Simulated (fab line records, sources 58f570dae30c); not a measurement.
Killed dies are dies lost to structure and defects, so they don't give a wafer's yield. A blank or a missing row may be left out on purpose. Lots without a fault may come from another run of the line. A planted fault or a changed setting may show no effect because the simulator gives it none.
A struck lot beside a sound one | flow berkeley_cmos170 | 20 steps out of a route of 331
Sound: wafers L620.2, L620.5, L620.6. Struck: wafers L631.1, L631.4, L631.6. The cause comes at the end.
At each step with rows: each side's tool, then ch and its chambers, then its first start. Under that, the readings that differ: sound wafers | struck wafers | difference of the means | sigmas: that difference in standard deviations of wafers without a fault.
alike: readings whose means differ by less than 2 such deviations, and words and numbers that are the same on both sides. not compared: withheld readings, readings that some wafer has no value for, bounds like >300 that may hide the same value, and numbers for which the record gives no deviation and whose values overlap.
The two part at a step that has a row with sigmas, a row that says differs or no value, or rows on one side only. Numbers that don't overlap but have no deviation are shown without sigmas and don't part them. A reading that every wafer of one side lacks parts them only if that side has two wafers or more.

UCB170_M2_SPUTTER_01: material Al, target thk 900 nm, time 120 s.
  sound on pvd_sputter-03, day 9 19:05; struck on pvd_sputter-03, day 12 03:17
  alike: throttle_valve_pct
UCB170_M2_RS_MEAS_02: measures by four-point-probe.
  sound on film_metro-01, day 9 19:11; struck on film_metro-03, day 12 03:22
  reading           | sound                | struck               | difference | sigmas
  M2_AL_RS (ohm/sq) | 0.0313 0.0314 0.0319 | 0.0325 0.0323 0.0321 | +0.0008    | +2
UCB170_M2_THK_MEAS_03: measures by xrf.
  sound on film_metro-01, day 9 19:17; struck on film_metro-03, day 12 03:29
  alike: M2_AL_THK
then, 3 steps without rows for these wafers: UCB170_M2_HMDS_04 (prime time 60 s); UCB170_M2_COAT_05 (resist thk 900 nm); UCB170_M2_SOFTBAKE_06 (time 60 s).
UCB170_M2_STRIP_07: strips in O2.
  sound on plasma_asher-02 ch 0,1, day 9 20:07; struck on plasma_asher-03 ch 1, day 12 04:08
  alike: drypump_motor_current_A, oes_product_au, strip_time_to_endpoint_s
  not compared: rf_hours_counter_h
then, 5 steps without rows for these wafers: UCB170_M2_STRIP_08 (strips KrF in DMSO, time 600 s); UCB170_M2_COAT_09; UCB170_M2_COAT_10 (resist thk 900 nm); UCB170_M2_SOFTBAKE_11 (time 60 s); UCB170_M2_EXPOSE_12 (exposes mask METAL2, target cd 700 nm).
UCB170_M2_PEB_13:
  sound on litho_track-03 ch 0, day 10 00:28; struck on litho_track-03 ch 0, day 12 08:27
  reading                  | sound                | struck               | difference | sigmas
  heater_power_total_W (W) | 56.71 56.86 56.72    | 48.27 48.24 48.33    | -8.48      | -99 or more
  plate_temp_C (C)         | 129.88 129.68 129.87 | 115.06 115.06 114.95 | -14.79     | -99 or more
then, 1 step without rows for these wafers: UCB170_M2_DEVELOP_14 (develop time 45 s).
UCB170_M2_CD_MEAS_15: target cd 700 nm.
  sound on cd_sem-02, day 10 00:44; struck on cd_sem-01, day 12 08:45
  reading    | sound             | struck            | difference | sigmas
  cd_nm (nm) | 701.0 701.4 701.6 | 866.5 868.0 867.0 | +165.8     | +99 or more
UCB170_M2_OVL_MEAS_16:
  sound on overlay-01, day 10 00:50; struck on overlay-01, day 12 08:52
  alike: M2_OVL
UCB170_M2_ETCH_17: etches BARC in N2/H2.
  sound on rie_diel-01 ch 0,2,3, day 10 00:52; struck on rie_diel-03 ch 0,2,3, day 12 08:54
  reading             | sound             | struck            | difference | sigmas
  model.M2.cd_nm (nm) | 701.3 702.5 701.1 | 866.2 867.7 867.1 | +165.4     |
  alike: bias_w, drypump_motor_current_A, oes_product_au, throttle_valve_pct
UCB170_M2_METAL_ETCH_18: etches Al in Cl2/BCl3, stops on SiO2, target depth 1170 nm, time 195 s.
  sound on rie_metal-04 ch 0,1, day 10 00:55; struck on rie_metal-03 ch 0,1, day 12 08:57
  reading                     | sound             | struck          | difference | sigmas
  drypump_motor_current_A (A) | 5.4 5.4 5.5       | 6.4 5.7 6.4     | +0.7       | +2
  model.M2.cd_nm (nm)         | 703.2 707.9 702.7 | 866.9 859.8 866 | +159.6     |
  alike: bias_w, oes_product_au, throttle_valve_pct
  not compared: rf_hours_counter_h
UCB170_M2_STRIP_19: strips in O2.
  sound on plasma_asher-02 ch 0,1, day 10 01:06; struck on plasma_asher-01 ch 0,1, day 12 09:08
  reading               | sound             | struck            | difference | sigmas
  oes_product_au (a.u.) | 0.561 0.567 0.560 | 0.528 0.523 0.532 | -0.035     | -2
  alike: drypump_motor_current_A
  not compared: rf_hours_counter_h
UCB170_M3_PROBE_99:
  the record has rows for the struck wafers here (prober-01, day 12 17:05) and none for the sound ones

WHERE THEY PART
First at UCB170_M2_RS_MEAS_02; last, within this record, at UCB170_M3_PROBE_99.

WHY: what the simulator had put in
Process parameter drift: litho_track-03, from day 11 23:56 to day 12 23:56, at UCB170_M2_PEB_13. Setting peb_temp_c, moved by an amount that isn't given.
